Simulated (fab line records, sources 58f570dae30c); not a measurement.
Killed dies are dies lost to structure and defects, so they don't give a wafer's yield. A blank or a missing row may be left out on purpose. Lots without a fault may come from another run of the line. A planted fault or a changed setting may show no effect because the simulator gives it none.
Which tool did it? | flow berkeley_cmos170 | 14 lots, 42 wafers sampled, at 3 steps of a route of 331

WHAT THE GAUGES READ, wafer by wafer
UCB170_GATE_OVL_MEAS_13. Usual: GATE_OVL -4 nm, standard deviation 4.7.
lot  | measured     | on         | GATE_OVL (nm) | flag
L923 | day 7 02:26  | overlay-01 | 2 -2 -7       |
L924 | day 7 02:40  | overlay-02 | 1 -6 3        |
L926 | day 7 17:56  | overlay-02 | -5 -5 -2      |
L925 | day 7 17:40  | overlay-01 | -3 0 3        |
L927 | day 8 05:52  | overlay-02 | -13 -14 -11   |
L928 | day 8 05:21  | overlay-01 | 1 -9 -1       |
L929 | day 8 05:35  | overlay-02 | -12 -12 -13   |
L932 | day 9 05:28  | overlay-02 | 3 4 -5        |
L931 | day 9 05:12  | overlay-01 | -3 -3 1       |
L938 | day 10 12:57 | overlay-02 | -4 -5 0       |
L940 | day 10 21:23 | overlay-01 | -9 -11 -5     |
L939 | day 10 21:40 | overlay-02 | 7 -3 2        |
L942 | day 11 13:04 | overlay-01 | -5 -1 -2      |
L945 | day 11 21:52 | overlay-01 | -7 -4 3       |

UCB170_GATE_CD_MEAS_90: target cd 350 nm. Usual: cd_nm 349.6 nm, standard deviation 1.6.
lot  | measured     | on        | cd_nm (nm)        | flag
L923 | day 7 02:41  | cd_sem-02 | 348.6 349.4 349.2 |
L924 | day 7 02:53  | cd_sem-01 | 351.5 349.5 348.4 |
L926 | day 7 18:11  | cd_sem-01 | 351.4 352.4 350.8 |
L925 | day 7 17:55  | cd_sem-01 | 350.7 351.2 350.5 |
L927 | day 8 06:06  | cd_sem-01 | 353.7 352.2 351.5 |
L928 | day 8 05:35  | cd_sem-01 | 349.3 348.0 347.8 |
L929 | day 8 05:49  | cd_sem-02 | 349.1 347.1 348.1 |
L932 | day 9 05:43  | cd_sem-01 | 350.7 349.1 351.3 |
L931 | day 9 05:29  | cd_sem-02 | 351.3 349.3 351.8 |
L938 | day 10 13:11 | cd_sem-01 | 350.2 349.4 350.8 |
L940 | day 10 21:41 | cd_sem-01 | 349.2 348.2 349.6 |
L939 | day 10 21:54 | cd_sem-02 | 350.0 350.3 350.1 |
L942 | day 11 13:18 | cd_sem-02 | 350.3 351.3 350.3 |
L945 | day 11 22:06 | cd_sem-01 | 349.0 348.9 347.8 |

WHICH TOOL RAN EACH LOT (tool, then ch and the chambers of the sampled wafers, then the start)
lot  | UCB170_NWELL_HMDS_06
L923 | litho_track-04 ch 0, day 2 06:44
L924 | litho_track-01 ch 0, day 2 12:07
L926 | litho_track-04 ch 0, day 2 22:18
L925 | litho_track-01 ch 0, day 2 22:27
L927 | litho_track-01 ch 0, day 3 07:07
L928 | litho_track-01 ch 0, day 3 16:47
L929 | litho_track-02 ch 0, day 3 16:47
L932 | litho_track-04 ch 0, day 4 03:31
L931 | litho_track-02 ch 0, day 4 03:37
L938 | litho_track-04 ch 0, day 5 16:16
L940 | litho_track-02 ch 0, day 5 21:50
L939 | litho_track-04 ch 0, day 5 22:04
L942 | litho_track-01 ch 0, day 6 15:40
L945 | litho_track-02 ch 0, day 6 22:58
- UCB170_NWELL_HMDS_06: prime time 60 s.

WHAT THE TOOLS THEMSELVES READ (means of the sampled wafers that have a number; where no wafer has one, the mark that the record gives instead)
UCB170_NWELL_HMDS_06. Usual: prime_temp_c 100.00 C, standard deviation 0.12.
lot  | tool           | prime_temp_c (C) | flag
L923 | litho_track-04 | 99.90            |
L924 | litho_track-01 | 99.99            |
L926 | litho_track-04 | 99.84            |
L925 | litho_track-01 | 99.89            |
L927 | litho_track-01 | 99.92            |
L928 | litho_track-01 | 100.00           |
L929 | litho_track-02 | 99.95            |
L932 | litho_track-04 | 100.02           |
L931 | litho_track-02 | 100.12           |
L938 | litho_track-04 | 102.07           | OFF
L940 | litho_track-02 | 99.92            |
L939 | litho_track-04 | 101.86           | OFF
L942 | litho_track-01 | 100.07           |
L945 | litho_track-02 | 100.19           |

THE ANSWER, worked out from the rows above alone
Rule: a lot is off if the mean of its wafers that have a number lies more than 3 standard deviations from the usual mean. A lot without any number at a reading at which 4 lots or more have one is off too. The other lots that the step has rows for count as sound. The gauges are gone through in route order, then the tools' own readings, and for those a lot's mean is taken as printed above. The first step at which some lot is off is used, and at that step the reading that is off furthest; a lot without a number counts as furthest.
Off: L938, L939, at UCB170_NWELL_HMDS_06 (prime_temp_c).
A tool fits if, at that step or a process step before it, it ran every lot that is off, and no sound lot after the first of them. One fits: litho_track-04 at UCB170_NWELL_HMDS_06. Its last sound lot is L932 (day 4 03:31), its first lot that is off L938 (day 5 16:16): a fault that began between those two fits.
The tool's own readings at UCB170_NWELL_HMDS_06 bear it out: on the lots that are off they differ by more than 5 times the standard deviation of the sound lots' means. prime_temp_c reads 101.97 C there against 99.98 C on the sound lots.

WHAT THE SIMULATOR HAD PUT IN
Process parameter drift: litho_track-04, from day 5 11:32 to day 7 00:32, at UCB170_NWELL_HMDS_06. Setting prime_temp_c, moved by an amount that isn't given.
Lots struck among those shown: L938, L939. The rule above found the same.
